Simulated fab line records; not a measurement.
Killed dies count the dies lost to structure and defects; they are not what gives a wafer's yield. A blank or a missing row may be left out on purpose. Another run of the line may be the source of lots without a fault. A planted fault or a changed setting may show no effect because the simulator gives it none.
Problem report in the 8D (eight disciplines) form, filled by code -- flow rit_cmos -- the parts of the form that need people (team, actions taken, sign-off) are left out

== 1. WHAT WENT WRONG ==
Mean of oes_product_au at RIT_M1_METAL_ETCH_12: 0.637 a.u. across 2 wafers in 2 lots; on wafers with no fault it is 0.780 a.u. (standard deviation 0.017). That is -8.4 standard deviations from the usual mean.
The step: etches Al in Cl2/BCl3, stops on SiO2, time 165 s, target depth 600 nm.
First seen on wafer L795.1, day 4 19:16, on rie_metal-01. The record holds 42 wafers of 14 lots with a number at this step. By rule, "out" or "out of limits" means more than 4 standard deviations away from the usual mean. Any other wafer with a number is counted as sound.

== 2. WHAT IT IS AND WHAT IT IS NOT ==
question,is,is not
which readings at this step,oes_product_au,"drypump_motor_current_A, throttle_valve_pct"
which lots,"L795, L798","L788, L789, L790, L791, L792, L800, L802, L803, L805, L806, L808, L810"
which wafers of those lots,"L795.1, L798.3","L795.3, L795.6, L798.1, L798.4"
read on which tools,rie_metal-01,"rie_metal-02, rie_metal-03"
when,from day 4 19:16,"up to then (17 sound wafers); but 23 sound wafers of L798, L800, L802, L803, L805, L806, L808, L810 came after"

== 3. SUSPECTS, AND WHAT RULES EACH OUT ==
Counting: a tool at a process step up to the reading stays a suspect if it ran every lot that is out. Sound lots after the first of them don't rule it out here, since some wafers of a struck lot are sound.
- rie_metal-01 at RIT_M1_METAL_ETCH_12 (etches Al in Cl2/BCl3, stops on SiO2, time 165 s, target depth 600 nm): kept. It processed each lot that is out (first: L795, day 4 19:16); up to then, its last sound lot is L792 (day 4 03:13). Its own oes_product_au readings are out on those wafers.
- Within rie_metal-01 at RIT_M1_METAL_ETCH_12, the wafers that are out were processed in chamber 0 and their sound lot-mates in chamber 1.
The count leaves rie_metal-01 at RIT_M1_METAL_ETCH_12.

== 4. THE CAUSE (what the simulator had put in) ==
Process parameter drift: rie_metal-01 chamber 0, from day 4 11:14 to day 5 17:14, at RIT_M1_METAL_ETCH_12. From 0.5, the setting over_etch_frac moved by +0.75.
Counting left only this tool.

== 5. THE CHAIN OF EFFECTS, in route order ==
One row per reading whose mean, taken over the struck wafers that have a number, lies over 3 standard deviations from the usual. Only readings whose record carries a usual standard deviation are examined. hours: median over the lots of the time between each lot's start at the first step of this table that gives one and its start at this step. sigmas: the change, counted in usual standard deviations.
hours,step,reading,usual,on struck wafers,change,sigmas
0,RIT_M1_METAL_ETCH_12,oes_product_au,0.780 a.u.,0.637,-0.143,-8.4
1,RIT_M1_CD_MEAS_90,cd_nm,2600 nm,2590,-10,-3.3
Process steps it contains:
- RIT_M1_METAL_ETCH_12: etches Al in Cl2/BCl3, stops on SiO2, time 165 s, target depth 600 nm.

== 6. WHAT WOULD HAVE CAUGHT IT SOONER ==
In this record no reading fell out of limits until day 4 19:16, 8 hours after the fault had begun at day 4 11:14.
